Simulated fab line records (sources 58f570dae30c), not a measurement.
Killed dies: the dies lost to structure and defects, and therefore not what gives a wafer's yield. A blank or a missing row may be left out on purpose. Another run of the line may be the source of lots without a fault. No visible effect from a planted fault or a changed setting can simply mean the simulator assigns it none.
Code-filled problem report in 8D (eight disciplines) form    flow berkeleyCmos170    the parts of the form that need people (team, actions taken, sign-off) are left out

1. THE PROBLEM
Wafers without a fault read 128.1 s, standard deviation 0.51; runLengthS at UCB170_SPACER_ETCHBACK_03 reads a mean of 103.1 s on 6 wafers belonging to 2 lots. Relative to the usual mean, that is a shift of -49 standard deviations.
The step: etches SiO2 in CHF3/CF4/Ar, stops on Si, target depth 376 nm, time 100 s.
Seen first at day 9 20:48 on rieDiel-03, wafer L651.2. Wafers with a number at this step in the record: 42, from 14 lots. Rule for "out" (also "out of limits"): further than 4 standard deviations from the usual mean. Any other wafer with a number is counted as sound.

2. WHAT IT IS AND WHAT IT IS NOT
question                     is                        is not
which readings at this step  runLengthS, oesProductAu  drypumpMotorCurrentA, throttleValvePct
which lots                   L649, L651                L636, L637, L638, L639, L640, L641, L644, L652, L653, L655, L656, L658
which wafers of those lots   all that have a number    -
read on which tools          rieDiel-03                rieDiel-02, rieDiel-04
when                         from day 9 20:48          up to then (24 sound wafers); but 12 sound wafers of L653, L655, L656, L658 came after

3. THE SUSPECTS, EACH WITH WHAT RULES IT OUT
Counting: a tool at any process step up to the reading remains a suspect when it ran all the lots that are out and ran no sound lot after the first of those.
- rieDiel-03 at UCB170_SPACER_ETCHBACK_03 (etches SiO2 in CHF3/CF4/Ar, stops on Si, target depth 376 nm, time 100 s): kept. Every lot that is out went through it, starting with L651 (day 9 20:48), and after that it ran no sound lot; the last sound lot it ran before then is L641 (day 7 16:35). Out on those wafers are its own readings of oesProductAu, runLengthS.
Remaining after the count: rieDiel-03 at UCB170_SPACER_ETCHBACK_03.

4. THE CAUSE (what the simulator had put in)
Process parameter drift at UCB170_SPACER_ETCHBACK_03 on rieDiel-03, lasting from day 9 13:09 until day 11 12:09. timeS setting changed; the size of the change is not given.
Only this tool survived the counting.

5. THE EFFECT CHAIN, in route order
One row per reading whose mean, taken over the struck wafers that have a number, lies over 3 standard deviations from the usual. Only readings whose record carries a usual standard deviation are examined. hours: median over the lots of the time between each lot's start at the first step of this table that gives one and its start at this step. sigmas: the change, counted in usual standard deviations.
hours  step                       reading       usual       on struck wafers  change  sigmas
0      UCB170_SPACER_ETCHBACK_03  oesProductAu  0.905 a.u.  0.986             +0.081  +5.8
0      UCB170_SPACER_ETCHBACK_03  runLengthS    128.1 s     103.1             -25.0   -49
The process steps in it:
- UCB170_SPACER_ETCHBACK_03: etches SiO2 in CHF3/CF4/Ar, stops on Si, target depth 376 nm, time 100 s.

6. WHAT WOULD HAVE CAUGHT IT SOONER
In this record the first reading out of limits was taken at day 9 20:48, 8 hours after the fault began at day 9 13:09.
